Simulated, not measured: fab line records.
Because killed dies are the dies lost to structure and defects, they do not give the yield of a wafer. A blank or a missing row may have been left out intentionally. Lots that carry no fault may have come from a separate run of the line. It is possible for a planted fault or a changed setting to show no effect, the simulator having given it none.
A lot that was struck, set against a sound lot -- flow rit cmos -- 28 out of 202 route steps
Sound: wafers L360.2, L360.4, L360.5. Struck: wafers L353.3, L353.5, L353.6. The cause comes at the end.
For every step that has rows: the tool of each side, followed by ch and its chambers, followed by its first start. Under that, the readings that differ: sound wafers -- struck wafers -- difference of the means -- sigmas: that difference in standard deviations of wafers without a fault.
alike: same words and numbers on both sides, and readings whose means sit less than 2 such deviations apart. not compared: any withheld reading, any reading some wafer has no value for, any bound like >300 that may hide the same value, and any number with overlapping values for which the record gives no deviation.
The two part at a step that has a row with sigmas, a row that says differs or no value, or rows on one side only. Numbers that don't overlap but have no deviation are shown without sigmas and don't part them. A reading missing from all wafers of one side parts the sides only when that side holds two or more wafers.

RIT_ACTIVE_BOW_MEAS_00:
  sound on film metro-03 at day 5 04:01; struck on film metro-03 at day 3 17:02
  alike: INCOMING_BOW
RIT_ACTIVE_OXIDATION_01: target thk 46.8 nm, ox time 3360 s.
  sound on furnace-01 ch 0, day 5 04:38; struck on furnace-03 ch 0, day 3 17:07
reading,sound,struck,difference,sigmas
spike tc centre C (C),1000.1 1000.4 1001.9,1028.6 1029.9 1030.4,+28.8,+12
spike tc load C (C),1028.7 1028.8 1029.1,1054.1 1055.3 1055.0,+25.9,+14
spike tc source C (C),1025.2 1025.5 1023.5,1048.9 1049.1 1049.6,+24.5,+12
tube center temp C (C),999.98 1000.1 1000.1,1025 1025.1 1024.9,+25,+99 or more
tube_center_temp_C_max,1002.0 1002.6 1002.1,1026.9 1027.7 1027.0,+25.0,+58
zone power centre pct (%),55 54 54,45 45 45,-9,-2
model.SiO2_of_ACTIVE_OXIDATION_01.thk nm (nm),44.67 44.85 44.56,59.11 59.11 59.04,+14.39,
RIT_ACTIVE_THK_MEAS_02:
  sound on film metro-04 at day 5 06:35; struck on film metro-04 at day 3 19:04
reading,sound,struck,difference,sigmas
ACTIVE_OXIDE_THK (nm),44.7 44.8 44.5,59.1 59.1 59.1,+14.4,+20
then, 1 step without rows for these wafers: RIT_ACTIVE_CVD_03 (deposits Si3N4 from SiH2Cl2/NH3, target thk 150 nm, time 1500 s).
RIT_ACTIVE_THK_MEAS_04:
  sound on film metro-03 at day 5 08:03; struck on film metro-04 at day 3 20:59
reading,sound,struck,difference,sigmas
ACTIVE_NITRIDE_THK (nm),149.6 148.7 150.7,154.8 153.3 153.0,+4.0,+3
then, 6 steps without rows for these wafers: RIT_ACTIVE_HMDS_05 (prime time 60 s); RIT_ACTIVE_COAT_06 (resist thk 1000 nm); RIT_ACTIVE_SOFTBAKE_07 (time 60 s); RIT_ACTIVE_EXPOSE_08 (exposes mask M1, target cd 1400 nm); RIT_ACTIVE_PEB_09; RIT_ACTIVE_DEVELOP_10 (develop time 50 s).
RIT_ACTIVE_CD_MEAS_11: target cd 1400 nm.
  sound on cd sem-01 at day 5 09:06; struck on cd sem-01 at day 3 22:02
  alike: cd nm
then, 1 step without rows for these wafers: RIT_ACTIVE_HARDBAKE_12 (time 60 s).
RIT_ACTIVE_ETCH_13: etches Si3N4 in SF6, stops on SiO2, time 210 s, target depth 210 nm.
  sound on rie diel-03 ch 1,2, day 5 09:21; struck on rie diel-04 ch 0,2,3, day 3 22:16
  alike: SF6_flow_sccm, drypump motor current A, oes product au, throttle valve pct
  not compared: rf hours counter h
RIT_ACTIVE_STRIP_14: strips in O2, time 180 s.
  sound on plasma asher-03 ch 1, day 5 09:29; struck on plasma asher-03 ch 0,1, day 3 22:27
  alike: drypump motor current A
  not compared: rf hours counter h
RIT_ACTIVE_CD_MEAS_90: target cd 1400 nm.
  sound on cd sem-01 at day 5 09:41; struck on cd sem-02 at day 3 22:37
  alike: cd nm
then, 4 steps without rows for these wafers: RIT_ACTIVE_CLEAN_15 (cleans in SC1, time 600 s); RIT_ACTIVE_CLEAN_16 (cleans in dHF, time 30 s); RIT_ACTIVE_CLEAN_17 (cleans in SC2, time 600 s); RIT_FOX1_OXIDATION_00 (target thk 350.7 nm, ox time 1130 s).
RIT_FOX1_THK_MEAS_01:
  sound on film metro-02 at day 5 12:15; struck on film metro-02 at day 4 03:41
reading,sound,struck,difference,sigmas
FOX1_OXIDE_THK (nm),337 338 333,357 353 356,+19,+3
then, 2 steps without rows for these wafers: RIT_FOX1_WET_ETCH_02 (etches SiO2 in BOE, target depth 350 nm, time 390 s); RIT_FOX2_OXIDATION_00 (target thk 350.7 nm, ox time 1130 s).
RIT_FOX2_THK_MEAS_01:
  sound on film metro-01 at day 5 13:45; struck on film metro-04 at day 4 07:11
reading,sound,struck,difference,sigmas
FOX2_OXIDE_THK (nm),330 337 331,352 347 346,+16,+2
then, 1 step without rows for these wafers: RIT_FOX2_CLEAN_02 (cleans in dHF, time 171.4 s).
RIT_FOX2_WET_ETCH_03: etches Si3N4 in H3PO4, target depth 195 nm, time 2700 s.
  sound on wet bench-04 ch 1, day 5 13:52; struck on wet bench-04 ch 1, day 4 07:17
reading,sound,struck,difference,sigmas
model.SiO2_of_ACTIVE_OXIDATION_01.thk nm (nm),39.73 39.84 39.62,52.71 50.61 52.46,+12.20,
RIT_FOX2_THK_MEAS_90:
  sound on film metro-01 at day 5 14:38; struck on film metro-02 at day 4 08:04
reading,sound,struck,difference,sigmas
FIELD_OXIDE_LEFT_1_THK (nm),304 311 305,326 321 320,+16,+2
RIT_M1_PROBE_99:
  the record holds rows for the sound wafers here (prober-02, day 7 04:02) but none for the struck ones

== WHERE THEY PART ==
Last at RIT_M1_PROBE_99 as far as this record goes, first at RIT_ACTIVE_OXIDATION_01.

WHY: what the simulator had put in
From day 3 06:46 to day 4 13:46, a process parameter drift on furnace-03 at RIT_ACTIVE_OXIDATION_01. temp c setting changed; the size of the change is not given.
